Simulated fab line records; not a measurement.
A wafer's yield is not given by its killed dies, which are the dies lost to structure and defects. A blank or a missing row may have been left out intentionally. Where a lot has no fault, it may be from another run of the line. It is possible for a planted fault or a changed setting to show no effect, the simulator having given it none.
fab line records + flow ritCmos
record:
- lots: 14
- wafers: 42
- lastDay: 7
route steps=202 shown NSD@139 M1@202
lots that met no fault: from a run of the same line without faults
startH: hours from the record's opening day to when the first of the lot's shown wafers began + waitH: hours since the lot's step before + " unchanged from the row above + L1.1+2: one row covering several wafers at once + - no value, or no start given + * or withheld: withheld + < > ~ a bound
route shown NAME@n: NAME is a module with steps in the file, n the number in the route of the first one + usual: average and standard deviation across the fault-free wafers + same: alike in all rows + chamber/n: place in a boat + sites: readings site by site + _std_site: the values' standard deviation + _edge_site: mean of outer sites minus mean of inner sites + radiusMm: for every site, how far away it sits from the centre of the wafer + mask NAME#n: copy n + behind: the tool/chamber that last shaped the wafer + hold: cause of the lot's hold/its duration in hours/its outcome + device: names the non-switching transistor (n, p or np) + end of line: the route-end tests of the same wafers + step lacking rows: just its recipe + killed: at the first sort, the dies lost to defects and structure; wafer yield is something else + map: per-die view of a wafer (x killed, . not killed, _ where there is no die)
set.NAME: the run value of the setting; set.NAME@STEP: its run value at that earlier step + model.NAME: the simulator's own value behind a step, which no gauge read
a sample of lots followed through the steps of the route, with each step as a table and each wafer as a row
services: when a tool's chamber went out of use (startH, in hours from the record's first day, below 0 if earlier), for how many hours, and the reason
== steps ==
step: RIT_NSD_IMPLANT_08
recipe:
- species: P
- energyKev: 25
- doseCm2: 1e+15
- tiltDeg: 7
usual:
- beamEnergyKeV: 25.001/0.0069
- doseIonsCm2: 9.999e+14/1.1e+12
| lot.wafer | tool         | chamber | startH | waitH | beamEnergyKeV | doseIonsCm2 |
|-----------|--------------|---------|--------|-------|---------------|-------------|
| L722.1    | implanter-04 | 0       | 48.45  | 0.1   | 25.013        | 1.0003e+15  |
| L722.2    | "            | 0       | "      | "     | 25.009        | 9.991e+14   |
| L722.3    | "            | 0       | "      | "     | 24.999        | 9.99e+14    |
| L723.2    | implanter-01 | 0       | 51.51  | 0.1   | 24.997        | 9.983e+14   |
| L723.3    | "            | 0       | "      | "     | 25.003        | 9.99e+14    |
| L723.4    | "            | 0       | "      | "     | 25.003        | 9.991e+14   |
| L724.1    | implanter-04 | 0       | 58.61  | 0.1   | 25.009        | 1.001e+15   |
| L724.2    | "            | 0       | "      | "     | 25.009        | 1.0005e+15  |
| L724.5    | "            | 0       | "      | "     | 24.996        | 9.996e+14   |
| L726.1    | implanter-04 | 0       | 69.15  | 0.1   | 25.007        | 9.988e+14   |
| L726.4    | "            | 0       | "      | "     | 25.005        | 1e+15       |
| L726.5    | "            | 0       | "      | "     | 25.004        | 9.988e+14   |
| L727.1    | implanter-04 | 0       | 72.61  | 0.1   | 25.002        | 1.0003e+15  |
| L727.3    | "            | 0       | "      | "     | 25.005        | 9.995e+14   |
| L727.4    | "            | 0       | "      | "     | 25.006        | 1.0012e+15  |
| L728.1    | implanter-04 | 0       | 76.22  | 0.1   | 25.005        | 1.0005e+15  |
| L728.2    | "            | 0       | "      | "     | 24.999        | 9.994e+14   |
| L728.6    | "            | 0       | "      | "     | 25.002        | 9.995e+14   |
| L729.1    | implanter-04 | 0       | 82.63  | 0.1   | 24.990        | 9.994e+14   |
| L729.3    | "            | 0       | "      | "     | 24.997        | 9.992e+14   |
| L729.4    | "            | 0       | "      | "     | 25.002        | 9.993e+14   |
| L733.1    | implanter-04 | 0       | 101.76 | 0.1   | 23.516        | 1.0007e+15  |
| L733.4    | "            | 0       | "      | "     | 23.512        | 9.999e+14   |
| L733.5    | "            | 0       | "      | "     | 23.504        | 9.993e+14   |
| L736.2    | implanter-04 | 0       | 117.69 | 0.1   | 23.523        | 9.995e+14   |
| L736.3    | "            | 0       | "      | "     | 23.534        | 9.981e+14   |
| L736.6    | "            | 0       | "      | "     | 23.529        | 9.993e+14   |
| L737.1    | implanter-01 | 0       | 121.69 | 0.1   | 24.993        | 1.001e+15   |
| L737.4    | "            | 0       | "      | "     | 25.005        | 9.991e+14   |
| L737.6    | "            | 0       | "      | "     | 25.000        | 1.0004e+15  |
| L739.2    | implanter-01 | 0       | 132.50 | 0.1   | 25.001        | 9.98e+14    |
| L739.3    | "            | 0       | "      | "     | 24.993        | 1e+15       |
| L739.6    | "            | 0       | "      | "     | 24.989        | 1.0006e+15  |
| L741.1    | implanter-01 | 0       | 142.41 | 0.1   | 24.998        | 9.997e+14   |
| L741.2    | "            | 0       | "      | "     | 24.994        | 1.0008e+15  |
| L741.6    | "            | 0       | "      | "     | 25.003        | 1.0006e+15  |
| L743.2    | implanter-02 | 0       | 153.93 | 0.1   | 25.002        | 1.0026e+15  |
| L743.3    | "            | 0       | "      | "     | 24.999        | 1.001e+15   |
| L743.4    | "            | 0       | "      | "     | 25.005        | 1e+15       |
| L745.3    | implanter-02 | 0       | 167.65 | 0.1   | 25.008        | 9.982e+14   |
| L745.4    | "            | 0       | "      | "     | 25.001        | 9.98e+14    |
| L745.6    | "            | 0       | "      | "     | 24.995        | 9.979e+14   |
step: RIT_NSD_TW_MEAS_10
usual:
- NSD_TW: 3100/16
| lot.wafer | tool         | chamber | startH | waitH | NSD_TW |
|-----------|--------------|---------|--------|-------|--------|
| L722.1    | filmMetro-04 | -       | 48.77  | 0.1   | 3111   |
| L722.2    | "            | -       | "      | "     | 3104   |
| L722.3    | "            | -       | "      | "     | 3100   |
| L723.2    | filmMetro-03 | -       | 51.82  | 0.1   | 3104   |
| L723.3    | "            | -       | "      | "     | 3103   |
| L723.4    | "            | -       | "      | "     | 3117   |
| L724.1    | filmMetro-04 | -       | 58.93  | 0.1   | 3097   |
| L724.2    | "            | -       | "      | "     | 3088   |
| L724.5    | "            | -       | "      | "     | 3105   |
| L726.1    | filmMetro-02 | -       | 69.48  | 0.1   | 3075   |
| L726.4    | "            | -       | "      | "     | 3083   |
| L726.5    | "            | -       | "      | "     | 3086   |
| L727.1    | filmMetro-02 | -       | 72.93  | 0.1   | 3122   |
| L727.3    | "            | -       | "      | "     | 3113   |
| L727.4    | "            | -       | "      | "     | 3108   |
| L728.1    | filmMetro-02 | -       | 76.54  | 0.1   | 3101   |
| L728.2    | "            | -       | "      | "     | 3106   |
| L728.6    | "            | -       | "      | "     | 3111   |
| L729.1    | filmMetro-04 | -       | 82.95  | 0.1   | 3085   |
| L729.3    | "            | -       | "      | "     | 3075   |
| L729.4    | "            | -       | "      | "     | 3072   |
| L733.1    | filmMetro-04 | -       | 102.09 | 0.1   | 3053   |
| L733.4    | "            | -       | "      | "     | 3047   |
| L733.5    | "            | -       | "      | "     | 3061   |
| L736.2    | filmMetro-03 | -       | 118.00 | 0.1   | 3063   |
| L736.3    | "            | -       | "      | "     | 3067   |
| L736.6    | "            | -       | "      | "     | 3065   |
| L737.1    | filmMetro-03 | -       | 122.02 | 0.1   | 3114   |
| L737.4    | "            | -       | "      | "     | 3115   |
| L737.6    | "            | -       | "      | "     | 3130   |
| L739.2    | filmMetro-02 | -       | 132.81 | 0.1   | 3091   |
| L739.3    | "            | -       | "      | "     | 3105   |
| L739.6    | "            | -       | "      | "     | 3092   |
| L741.1    | filmMetro-04 | -       | 142.73 | 0.1   | 3075   |
| L741.2    | "            | -       | "      | "     | 3084   |
| L741.6    | "            | -       | "      | "     | 3078   |
| L743.2    | filmMetro-02 | -       | 154.24 | 0.1   | 3082   |
| L743.3    | "            | -       | "      | "     | 3073   |
| L743.4    | "            | -       | "      | "     | 3081   |
| L745.3    | filmMetro-04 | -       | 167.94 | 0.1   | 3099   |
| L745.4    | "            | -       | "      | "     | 3092   |
| L745.6    | "            | -       | "      | "     | 3095   |
step: RIT_M1_PROBE_99
usual:
- killedAtContacts: 0.1/0.24
- killedAtFrontEnd: 7/3
- killedDies: 7/3
- killedOnRim: 1.9/1.4
- killedOpen: 3.2/1.8
- killedShort: 3.5/2.1
same:
- grossDies: 264
- killed_at_M0_to_M3: 0
- killed_at_M4_up: 0
- killedAtBackSide: 0
- killedAtOther: 0
| lot.wafer | tool      | chamber | startH | waitH | killedAtContacts | killedAtFrontEnd | killedDies | killedOnRim | killedOpen | killedShort |
|-----------|-----------|---------|--------|-------|------------------|------------------|------------|-------------|------------|-------------|
| L727.1    | prober-01 | -       | 82.47  | 0.1   | 0                | 5                | 5          | 2           | 3          | 2           |
| L727.3    | prober-01 | -       | 82.57  | 0.2   | 0                | 6                | 6          | 1           | 3          | 3           |
| L727.4    | prober-01 | -       | 82.62  | 0.2   | 0                | 6                | 6          | 5           | 1          | 5           |
| L728.1    | prober-02 | -       | 86.00  | 0.1   | 0                | 10               | 10         | 1           | 4          | 6           |
| L728.2    | prober-02 | -       | 86.05  | 0.1   | 0                | 5                | 5          | 3           | 5          | 0           |
| L728.6    | prober-02 | -       | 86.25  | 0.2   | 0                | 7                | 7          | 2           | 2          | 5           |
| L733.1    | prober-01 | -       | 111.73 | 0.1   | 0                | 6                | 6          | 3           | 2          | 4           |
| L733.4    | prober-01 | -       | 111.88 | 0.2   | 0                | 5                | 5          | 2           | 2          | 3           |
| L733.5    | prober-01 | -       | 111.93 | 0.2   | 0                | 3                | 3          | 1           | 2          | 1           |
| L739.2    | prober-01 | -       | 142.28 | 0.1   | 0                | 15               | 15         | 2           | 8          | 7           |
| L739.3    | prober-01 | -       | 142.33 | 0.2   | 0                | 12               | 12         | 1           | 5          | 7           |
| L739.6    | prober-01 | -       | 142.48 | 0.2   | 0                | 7                | 7          | 5           | 3          | 4           |
killed by level:class
L727.1 REOX:geometricParticle:short=2 REOX:geometricParticle:open=2 GATE:geometricParticle:open=1
L727.3 GATE:geometricParticle:open=2 FOX1:geometricParticle:open=1 FOX1:geometricParticle:short=1 GATE:geometricParticle:short=1 REOX:geometricParticle:short=1
L727.4 GATE:geometricParticle:short=2 FOX1:geometricParticle:short=1 REOX:geometricParticle:open=1 REOX:geometricParticle:short=1 SPACER:geometricParticle:short=1
L728.1 GATE:geometricParticle:open=2 GATE:geometricParticle:short=2 FOX1:geometricParticle:short=1 FOX2:geometricParticle:short=1 SPACER:geometricParticle:short=1 SPACER:geometricParticle:open=1 SILICIDE:geometricParticle:open=1 SILICIDE:geometricParticle:short=1
L728.2 GATE:geometricParticle:open=2 SILICIDE:geometricParticle:open=2 FOX2:geometricParticle:open=1
L728.6 REOX:geometricParticle:short=2 FOX1:geometricParticle:open=1 FOX1:geometricParticle:short=1 FOX2:geometricParticle:short=1 GATE:geometricParticle:open=1 SPACER:geometricParticle:short=1
L733.1 REOX:geometricParticle:open=2 FOX1:geometricParticle:short=1 FOX2:geometricParticle:short=1 GATE:geometricParticle:short=1 SILICIDE:geometricParticle:short=1
L733.4 GATE:geometricParticle:short=2 GATE:geometricParticle:open=1 SPACER:geometricParticle:open=1 SILICIDE:geometricParticle:short=1
L733.5 GATE:geometricParticle:open=1 REOX:geometricParticle:short=1 SPACER:geometricParticle:open=1
L739.2 FOX1:geometricParticle:open=3 REOX:geometricParticle:short=3 FOX1:geometricParticle:short=2 REOX:geometricParticle:open=2 SPACER:geometricParticle:open=2 GATE:geometricParticle:short=1 SPACER:geometricParticle:short=1 SILICIDE:geometricParticle:open=1
L739.3 FOX1:geometricParticle:short=3 FOX1:geometricParticle:open=3 REOX:geometricParticle:short=2 GATE:geometricParticle:short=1 REOX:geometricParticle:open=1 SPACER:geometricParticle:short=1 SILICIDE:geometricParticle:open=1
L739.6 GATE:geometricParticle:open=2 REOX:geometricParticle:short=2 FOX1:geometricParticle:short=1 FOX1:geometricParticle:open=1 GATE:geometricParticle:short=1
== services ==
| tool         | chamber | startH | hours | kind   |
|--------------|---------|--------|-------|--------|
| implanter-02 | -       | 31.30  | 2.7   | repair |
| implanter-01 | -       | 44.91  | 1.5   | repair |
| implanter-04 | -       | 60.82  | 4.7   | repair |
| implanter-01 | -       | 78.50  | 6.1   | repair |
| implanter-01 | -       | 97.13  | 8.4   | repair |
| implanter-02 | -       | 108.31 | 6.9   | repair |
| implanter-04 | -       | 129.17 | 8.5   | repair |
| implanter-02 | -       | 136.48 | 7.4   | pm     |
| implanter-04 | -       | 157.81 | 5.1   | pm     |
== key ==
firstSign:
- step: RIT_NSD_IMPLANT_08
- reading: beamEnergyKeV
- direction: down
- sigmas: 99+
- usual: 25.001
- struck: 23.520
effect:
- step: RIT_NSD_TW_MEAS_10
- reading: NSD_TW
- direction: down
- sigmas: 2.5
- usual: 3100
- struck: 3059
metAt RIT_NSD_IMPLANT_08
struckLots L733,L736
testerLeftOut L733,L736
loopTrim:
- step: RIT_M1_EXPOSE_06
- setting: dose
- lots: L736
onsetBetween 82.63 101.76
fault:
- kind: processParameterDrift
- tool: implanter-04
- chamber: -
- onsetH: 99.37
- steps: RIT_NSD_IMPLANT_08
- channel: energyKev
- offset: -1.4813
- shape: step
- endH: 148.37
- actsIn: theseRecipesOnly
- stated: 25
testerLeftOut: of these lots the tester's yield and bins aren't shown, on N5 and GAA mostly nor the transistor test; their killed dies are dies lost to structure and defects alone, not to doping, threshold or leakage, so they don't give the yield
loopTrim: a control loop set the setting to another value than it would have without faults
